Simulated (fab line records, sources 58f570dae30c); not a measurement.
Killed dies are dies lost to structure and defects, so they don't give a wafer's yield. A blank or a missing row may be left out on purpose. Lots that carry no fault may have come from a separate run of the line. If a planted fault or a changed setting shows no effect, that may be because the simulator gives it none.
Which tool is to blame? :: flow berkeley_cmos170 :: 45 wafers from 15 lots sampled at 6 of the route's 331 steps

== WHAT EACH GAUGE READ, for each wafer ==
UCB170_NLDD_OVL_MEAS_07. Usual: NLDD_OVL typically reads 3 nm, with standard deviation 6.3.
lot: L559
measured: day 6 05:50
on: overlay-02
NLDD_OVL (nm): 4 1 5
flag: 

lot: L561
measured: day 7 07:28
on: overlay-01
NLDD_OVL (nm): 4 -4 -7
flag: 

lot: L560
measured: day 7 07:44
on: overlay-02
NLDD_OVL (nm): 8 7 -1
flag: 

lot: L562
measured: day 7 08:00
on: overlay-02
NLDD_OVL (nm): 3 1 2
flag: 

lot: L565
measured: day 7 19:31
on: overlay-01
NLDD_OVL (nm): 3 1 2
flag: 

lot: L567
measured: day 7 23:38
on: overlay-01
NLDD_OVL (nm): 6 5 9
flag: 

lot: L568
measured: day 7 23:53
on: overlay-01
NLDD_OVL (nm): 1 5 13
flag: 

lot: L569
measured: day 8 08:49
on: overlay-01
NLDD_OVL (nm): 13 8 14
flag: 

lot: L572
measured: day 9 10:31
on: overlay-02
NLDD_OVL (nm): -13 -8 -7
flag: 

lot: L574
measured: day 9 13:43
on: overlay-01
NLDD_OVL (nm): 3 8 -5
flag: 

lot: L573
measured: day 10 00:44
on: overlay-01
NLDD_OVL (nm): 6 -1 -4
flag: 

lot: L577
measured: day 10 09:57
on: overlay-01
NLDD_OVL (nm): 6 15 2
flag: 

lot: L579
measured: day 10 14:10
on: overlay-02
NLDD_OVL (nm): -4 -6 2
flag: 

lot: L582
measured: day 11 09:32
on: overlay-02
NLDD_OVL (nm): 8 5 -1
flag: 

lot: L580
measured: day 11 09:49
on: overlay-02
NLDD_OVL (nm): 8 0 7
flag: 

UCB170_NLDD_TW_MEAS_11. Usual: NLDD_TW typically reads 2208, with standard deviation 11.
lot: L559
measured: day 6 06:16
on: film_metro-01
NLDD_TW: 2211 2214 2213
flag: 

lot: L561
measured: day 7 07:54
on: film_metro-02
NLDD_TW: 2209 2192 2183
flag: 

lot: L560
measured: day 7 08:10
on: film_metro-03
NLDD_TW: 2214 2216 2201
flag: 

lot: L562
measured: day 7 08:26
on: film_metro-01
NLDD_TW: 2215 2206 2215
flag: 

lot: L565
measured: day 7 19:58
on: film_metro-03
NLDD_TW: 2221 2213 2216
flag: 

lot: L567
measured: day 8 00:05
on: film_metro-01
NLDD_TW: 2223 2217 2229
flag: 

lot: L568
measured: day 8 00:38
on: film_metro-03
NLDD_TW: 2433 2454 2425
flag: OFF

lot: L569
measured: day 8 09:15
on: film_metro-01
NLDD_TW: 2210 2214 2231
flag: 

lot: L572
measured: day 9 10:57
on: film_metro-01
NLDD_TW: 2204 2206 2192
flag: 

lot: L574
measured: day 9 14:10
on: film_metro-02
NLDD_TW: 2194 2200 2190
flag: 

lot: L573
measured: day 10 01:29
on: film_metro-02
NLDD_TW: 2444 2447 2442
flag: OFF

lot: L577
measured: day 10 10:44
on: film_metro-03
NLDD_TW: 2475 2471 2474
flag: OFF

lot: L579
measured: day 10 14:36
on: film_metro-02
NLDD_TW: 2203 2207 2213
flag: 

lot: L582
measured: day 11 09:59
on: film_metro-02
NLDD_TW: 2207 2207 2215
flag: 

lot: L580
measured: day 11 10:15
on: film_metro-02
NLDD_TW: 2212 2211 2210
flag: 

UCB170_SDANNEAL_RS_MEAS_05: measurement is done with a four-point probe. Usual: NLDD_RS typically reads 616.2 ohm/sq, with standard deviation 1.6.
lot: L559
measured: day 6 16:20
on: film_metro-03
NLDD_RS (ohm/sq): 615.0 614.4 614.9
flag: 

lot: L561
measured: day 7 16:28
on: film_metro-02
NLDD_RS (ohm/sq): 616.2 616.5 616.4
flag: 

lot: L560
measured: day 7 16:43
on: film_metro-01
NLDD_RS (ohm/sq): 616.6 616.9 616.8
flag: 

lot: L562
measured: day 7 16:46
on: film_metro-03
NLDD_RS (ohm/sq): 618.0 616.5 617.0
flag: 

lot: L565
measured: day 8 07:22
on: film_metro-02
NLDD_RS (ohm/sq): 616.2 615.3 616.7
flag: 

lot: L567
measured: day 8 12:43
on: film_metro-01
NLDD_RS (ohm/sq): 616.9 615.8 615.8
flag: 

lot: L568
measured: day 8 12:31
on: film_metro-03
NLDD_RS (ohm/sq): 463.8 463.4 462.8
flag: OFF

lot: L569
measured: day 8 20:25
on: film_metro-03
NLDD_RS (ohm/sq): 615.7 614.7 614.3
flag: 

lot: L572
measured: day 9 21:27
on: film_metro-01
NLDD_RS (ohm/sq): 617.4 617.4 617.1
flag: 

lot: L574
measured: day 9 22:08
on: film_metro-03
NLDD_RS (ohm/sq): 616.6 613.8 615.7
flag: 

lot: L573
measured: day 10 13:04
on: film_metro-03
NLDD_RS (ohm/sq): 466.7 466.4 467.1
flag: OFF

lot: L577
measured: day 10 19:12
on: film_metro-03
NLDD_RS (ohm/sq): 461.4 463.4 462.5
flag: OFF

lot: L579
measured: day 10 23:22
on: film_metro-01
NLDD_RS (ohm/sq): 619.2 621.1 619.7
flag: 

lot: L582
measured: day 11 19:31
on: film_metro-02
NLDD_RS (ohm/sq): 617.4 615.0 615.5
flag: 

lot: L580
measured: day 11 20:09
on: film_metro-02
NLDD_RS (ohm/sq): 615.4 613.4 617.0
flag: 

== WHAT TOOL EACH LOT RAN ON (gives the tool, then ch and the chambers of the sampled wafers, and finally the start) ==
lot: L559
UCB170_NLDD_IMPLANT_09: implanter-01 ch 0, day 6 06:01
UCB170_NLDD_STRIP_10: plasma_asher-03 ch 0,1, day 6 06:10
UCB170_PSD_STRIP_09: plasma_asher-01 ch 0, day 6 12:32

lot: L561
UCB170_NLDD_IMPLANT_09: implanter-01 ch 0, day 7 07:40
UCB170_NLDD_STRIP_10: plasma_asher-03 ch 0,1, day 7 07:47
UCB170_PSD_STRIP_09: plasma_asher-01 ch 0,1, day 7 13:26

lot: L560
UCB170_NLDD_IMPLANT_09: implanter-02 ch 0, day 7 07:55
UCB170_NLDD_STRIP_10: plasma_asher-03 ch 0,1, day 7 08:04
UCB170_PSD_STRIP_09: plasma_asher-04 ch 0,1, day 7 13:26

lot: L562
UCB170_NLDD_IMPLANT_09: implanter-01 ch 0, day 7 08:11
UCB170_NLDD_STRIP_10: plasma_asher-03 ch 0,1, day 7 08:20
UCB170_PSD_STRIP_09: plasma_asher-04 ch 0,1, day 7 13:33

lot: L565
UCB170_NLDD_IMPLANT_09: implanter-02 ch 0, day 7 19:43
UCB170_NLDD_STRIP_10: plasma_asher-02 ch 0,1, day 7 19:52
UCB170_PSD_STRIP_09: plasma_asher-01 ch 0,1, day 8 01:38

lot: L567
UCB170_NLDD_IMPLANT_09: implanter-01 ch 0, day 7 23:51
UCB170_NLDD_STRIP_10: plasma_asher-02 ch 0,1, day 7 23:58
UCB170_PSD_STRIP_09: plasma_asher-04 ch 0, day 8 09:16

lot: L568
UCB170_NLDD_IMPLANT_09: implanter-04 ch 0, day 8 00:04
UCB170_NLDD_STRIP_10: plasma_asher-01 ch 0,1, day 8 00:32
UCB170_PSD_STRIP_09: plasma_asher-02 ch 0,1, day 8 09:01

lot: L569
UCB170_NLDD_IMPLANT_09: implanter-04 ch 0, day 8 09:00
UCB170_NLDD_STRIP_10: plasma_asher-01 ch 0,1, day 8 09:09
UCB170_PSD_STRIP_09: plasma_asher-01 ch 0, day 8 17:22

lot: L572
UCB170_NLDD_IMPLANT_09: implanter-01 ch 0, day 9 10:42
UCB170_NLDD_STRIP_10: plasma_asher-01 ch 0,1, day 9 10:51
UCB170_PSD_STRIP_09: plasma_asher-04 ch 0,1, day 9 18:14

lot: L574
UCB170_NLDD_IMPLANT_09: implanter-04 ch 0, day 9 13:55
UCB170_NLDD_STRIP_10: plasma_asher-03 ch 0,1, day 9 14:04
UCB170_PSD_STRIP_09: plasma_asher-04 ch 0,1, day 9 18:49

lot: L573
UCB170_NLDD_IMPLANT_09: implanter-02 ch 0, day 10 00:55
UCB170_NLDD_STRIP_10: plasma_asher-01 ch 0,1, day 10 01:23
UCB170_PSD_STRIP_09: plasma_asher-04 ch 0,1, day 10 07:56

lot: L577
UCB170_NLDD_IMPLANT_09: implanter-04 ch 0, day 10 10:10
UCB170_NLDD_STRIP_10: plasma_asher-01 ch 0,1, day 10 10:37
UCB170_PSD_STRIP_09: plasma_asher-02 ch 0,1, day 10 15:56

lot: L579
UCB170_NLDD_IMPLANT_09: implanter-02 ch 0, day 10 14:21
UCB170_NLDD_STRIP_10: plasma_asher-03 ch 1, day 10 14:30
UCB170_PSD_STRIP_09: plasma_asher-02 ch 0,1, day 10 19:50

lot: L582
UCB170_NLDD_IMPLANT_09: implanter-01 ch 0, day 11 09:44
UCB170_NLDD_STRIP_10: plasma_asher-03 ch 1, day 11 09:52
UCB170_PSD_STRIP_09: plasma_asher-02 ch 0,1, day 11 16:01

lot: L580
UCB170_NLDD_IMPLANT_09: implanter-02 ch 0, day 11 10:01
UCB170_NLDD_STRIP_10: plasma_asher-02 ch 0,1, day 11 10:08
UCB170_PSD_STRIP_09: plasma_asher-02 ch 0,1, day 11 16:20
- UCB170_NLDD_IMPLANT_09
- UCB170_NLDD_STRIP_10: strips in O2.
- UCB170_PSD_STRIP_09: strips in O2.

== AS READ BY THE TOOLS THEMSELVES (means over the sampled wafers that have a number; for cases with no such wafer, the mark the record gives instead) ==
UCB170_NLDD_STRIP_10. Usual: drypump_motor_current_A 5.6 A, standard deviation 0.43; oes_product_au 0.735 a.u., standard deviation 0.0047; strip_time_to_endpoint_s 21.64 s, standard deviation 0.063.
lot: L559
tool: plasma_asher-03
drypump_motor_current_A (A): 5.3
oes_product_au (a.u.): 0.739
strip_time_to_endpoint_s (s): 21.63
flag: 

lot: L561
tool: plasma_asher-03
drypump_motor_current_A (A): 5.4
oes_product_au (a.u.): 0.737
strip_time_to_endpoint_s (s): 21.68
flag: 

lot: L560
tool: plasma_asher-03
drypump_motor_current_A (A): 5.3
oes_product_au (a.u.): 0.737
strip_time_to_endpoint_s (s): 21.67
flag: 

lot: L562
tool: plasma_asher-03
drypump_motor_current_A (A): 5.5
oes_product_au (a.u.): 0.736
strip_time_to_endpoint_s (s): 21.61
flag: 

lot: L565
tool: plasma_asher-02
drypump_motor_current_A (A): 6.1
oes_product_au (a.u.): 0.738
strip_time_to_endpoint_s (s): 21.61
flag: 

lot: L567
tool: plasma_asher-02
drypump_motor_current_A (A): 5.9
oes_product_au (a.u.): 0.736
strip_time_to_endpoint_s (s): 21.51
flag: 

lot: L568
tool: plasma_asher-01
drypump_motor_current_A (A): 5.5
oes_product_au (a.u.): 0.733
strip_time_to_endpoint_s (s): 21.74
flag: 

lot: L569
tool: plasma_asher-01
drypump_motor_current_A (A): 5.5
oes_product_au (a.u.): 0.734
strip_time_to_endpoint_s (s): 21.67
flag: 

lot: L572
tool: plasma_asher-01
drypump_motor_current_A (A): 5.7
oes_product_au (a.u.): 0.732
strip_time_to_endpoint_s (s): 21.63
flag: 

lot: L574
tool: plasma_asher-03
drypump_motor_current_A (A): 5.3
oes_product_au (a.u.): 0.740
strip_time_to_endpoint_s (s): 21.62
flag: 

lot: L573
tool: plasma_asher-01
drypump_motor_current_A (A): 5.5
oes_product_au (a.u.): 0.736
strip_time_to_endpoint_s (s): 21.65
flag: 

lot: L577
tool: plasma_asher-01
drypump_motor_current_A (A): 5.5
oes_product_au (a.u.): 0.732
strip_time_to_endpoint_s (s): 21.63
flag: 

lot: L579
tool: plasma_asher-03
drypump_motor_current_A (A): 5.8
oes_product_au (a.u.): 0.735
strip_time_to_endpoint_s (s): 21.71
flag: 

lot: L582
tool: plasma_asher-03
drypump_motor_current_A (A): 5.8
oes_product_au (a.u.): 0.735
strip_time_to_endpoint_s (s): 21.59
flag: 

lot: L580
tool: plasma_asher-02
drypump_motor_current_A (A): 5.9
oes_product_au (a.u.): 0.735
strip_time_to_endpoint_s (s): 21.56
flag: 

UCB170_PSD_STRIP_09. Usual: drypump_motor_current_A 5.7 A, standard deviation 0.38; oes_product_au 0.601 a.u., standard deviation 0.0046; strip_time_to_endpoint_s 29.40 s, standard deviation 0.067.
lot: L559
tool: plasma_asher-01
drypump_motor_current_A (A): 6.0
oes_product_au (a.u.): 0.598
strip_time_to_endpoint_s (s): 29.32
flag: 

lot: L561
tool: plasma_asher-01
drypump_motor_current_A (A): 5.7
oes_product_au (a.u.): 0.601
strip_time_to_endpoint_s (s): 29.50
flag: 

lot: L560
tool: plasma_asher-04
drypump_motor_current_A (A): 5.5
oes_product_au (a.u.): 0.599
strip_time_to_endpoint_s (s): 29.42
flag: 

lot: L562
tool: plasma_asher-04
drypump_motor_current_A (A): 5.5
oes_product_au (a.u.): 0.600
strip_time_to_endpoint_s (s): 29.43
flag: 

lot: L565
tool: plasma_asher-01
drypump_motor_current_A (A): 5.7
oes_product_au (a.u.): 0.600
strip_time_to_endpoint_s (s): 29.49
flag: 

lot: L567
tool: plasma_asher-04
drypump_motor_current_A (A): 5.3
oes_product_au (a.u.): 0.600
strip_time_to_endpoint_s (s): 29.35
flag: 

lot: L568
tool: plasma_asher-02
drypump_motor_current_A (A): 6.0
oes_product_au (a.u.): 0.602
strip_time_to_endpoint_s (s): 29.34
flag: 

lot: L569
tool: plasma_asher-01
drypump_motor_current_A (A): 6.0
oes_product_au (a.u.): 0.597
strip_time_to_endpoint_s (s): 29.50
flag: 

lot: L572
tool: plasma_asher-04
drypump_motor_current_A (A): 5.5
oes_product_au (a.u.): 0.596
strip_time_to_endpoint_s (s): 29.36
flag: 

lot: L574
tool: plasma_asher-04
drypump_motor_current_A (A): 5.7
oes_product_au (a.u.): 0.600
strip_time_to_endpoint_s (s): 29.39
flag: 

lot: L573
tool: plasma_asher-04
drypump_motor_current_A (A): 5.7
oes_product_au (a.u.): 0.599
strip_time_to_endpoint_s (s): 29.48
flag: 

lot: L577
tool: plasma_asher-02
drypump_motor_current_A (A): 5.9
oes_product_au (a.u.): 0.601
strip_time_to_endpoint_s (s): 29.38
flag: 

lot: L579
tool: plasma_asher-02
drypump_motor_current_A (A): 5.9
oes_product_au (a.u.): 0.598
strip_time_to_endpoint_s (s): 29.47
flag: 

lot: L582
tool: plasma_asher-02
drypump_motor_current_A (A): 5.9
oes_product_au (a.u.): 0.601
strip_time_to_endpoint_s (s): 29.39
flag: 

lot: L580
tool: plasma_asher-02
drypump_motor_current_A (A): 6.1
oes_product_au (a.u.): 0.602
strip_time_to_endpoint_s (s): 29.42
flag: 

== THE ANSWER, worked out from the rows above alone ==
Rule: a lot counts as off when the mean over its wafers that have a number is more than 3 standard deviations away from the usual mean. Also off: a lot with no number at a reading for which 4 or more lots have one. Where the step has rows for the other lots, those lots are counted as sound. After the gauges, taken in route order, come the tools' own readings; for these a lot's mean is taken, as printed above. At the first step where some lot is off, the reading lying furthest off is the one used; lots without a number count as furthest.
Off: L568, L573, L577, seen at UCB170_NLDD_TW_MEAS_11 (NLDD_TW).
If a tool, at a process step before that reading, ran all the lots that are off and no sound lot after the first of them, it fits. Gauges at UCB170_NLDD_TW_MEAS_11: tried the same way as those tools. No candidate that was tried fits.

== WHAT THE SIMULATOR PUT IN ==
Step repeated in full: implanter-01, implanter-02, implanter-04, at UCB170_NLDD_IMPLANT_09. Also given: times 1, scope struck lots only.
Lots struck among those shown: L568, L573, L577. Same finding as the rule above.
